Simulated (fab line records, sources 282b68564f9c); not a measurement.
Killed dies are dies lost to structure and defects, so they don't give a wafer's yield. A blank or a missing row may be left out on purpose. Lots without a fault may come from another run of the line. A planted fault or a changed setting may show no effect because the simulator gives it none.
A struck lot beside a sound one | flow rit_cmos | 15 steps out of a route of 202
Sound: wafers L493.1, L493.4, L493.5. Struck: wafers L503.1, L503.3, L503.4. The cause comes at the end.
At each step with rows: each side's tool, then ch and its chambers, then its first start. Under that, the readings that differ: sound wafers | struck wafers | difference of the means | sigmas: that difference in standard deviations of wafers without a fault.
alike: readings whose means differ by less than 2 such deviations, and words and numbers that are the same on both sides. not compared: withheld readings, readings that some wafer has no value for, bounds like >300 that may hide the same value, and numbers for which the record gives no deviation and whose values overlap.
The two part at a step that has a row with sigmas, a row that says differs or no value, or rows on one side only. Numbers that don't overlap but have no deviation are shown without sigmas and don't part them. A reading that every wafer of one side lacks parts them only if that side has two wafers or more.

RIT_GATE_THK_MEAS_07:
  sound on film_metro-02, day 2 22:26; struck on film_metro-02, day 5 01:18
  alike: GATE_OXIDE_THK
then, 1 step without rows for these wafers: RIT_GATE_CVD_08 (deposits poly-Si from SiH4, target thk 250 nm, time 2220 s).
RIT_GATE_THK_MEAS_09:
  sound on film_metro-04, day 3 00:07; struck on film_metro-04, day 5 02:59
  alike: GATE_POLY_THK
then, 6 steps without rows for these wafers: RIT_GATE_HMDS_10 (prime time 60 s); RIT_GATE_COAT_11 (resist thk 850 nm); RIT_GATE_SOFTBAKE_12 (time 60 s); RIT_GATE_EXPOSE_13 (exposes mask M6, target cd 150 nm); RIT_GATE_PEB_14; RIT_GATE_DEVELOP_15 (develop time 50 s).
RIT_GATE_CD_MEAS_16: target cd 150 nm.
  sound on cd_sem-02, day 3 01:10; struck on cd_sem-01, day 5 04:01
  alike: cd_nm
RIT_GATE_OVL_MEAS_17:
  sound on overlay-02, day 3 01:17; struck on overlay-02, day 5 04:08
  alike: GATE_OVL
then, 1 step without rows for these wafers: RIT_GATE_HARDBAKE_18 (time 60 s).
RIT_GATE_ETCH_19: etches poly-Si in SF6/CHF3/O2, stops on SiO2, time 165 s, target depth 312.5 nm.
  sound on rie_si-02 ch 0,1,2, day 3 01:28; struck on rie_si-02 ch 0,1,2, day 5 04:38
  reading                                   | sound             | struck            | difference | sigmas
  oes_product_au (a.u.)                     | 0.855 0.844 0.845 | 0.674 0.654 0.660 | -0.185     | -14
  model.etch.depth_nm (nm)                  | 251.7 251.1 253.4 | 174.6 171.9 176.7 | -77.7      |
  model.GATE.feature_depth_nm (nm)          | 251.7 251.1 253.4 | 174.6 171.9 176.7 | -77.7      |
  model.NOVOLAK_of_GATE_COAT_11.thk_nm (nm) | 674.5 668.9 672.6 | 704.7 706 704.4   | +33.0      |
  alike: drypump_motor_current_A, throttle_valve_pct
  not compared: rf_hours_counter_h
RIT_GATE_STRIP_20: strips in O2, time 180 s.
  sound on plasma_asher-01 ch 0,1, day 3 01:34; struck on plasma_asher-01 ch 0,1, day 5 04:44
  alike: drypump_motor_current_A
  not compared: rf_hours_counter_h
RIT_M1_PROBE_99:
  the record has rows for the struck wafers here (prober-02, day 6 02:41) and none for the sound ones

WHERE THEY PART
First at RIT_GATE_ETCH_19; last, within this record, at RIT_M1_PROBE_99.

WHY: what the simulator had put in
Process parameter drift: rie_si-02, from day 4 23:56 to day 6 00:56, at RIT_GATE_ETCH_19. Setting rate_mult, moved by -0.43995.
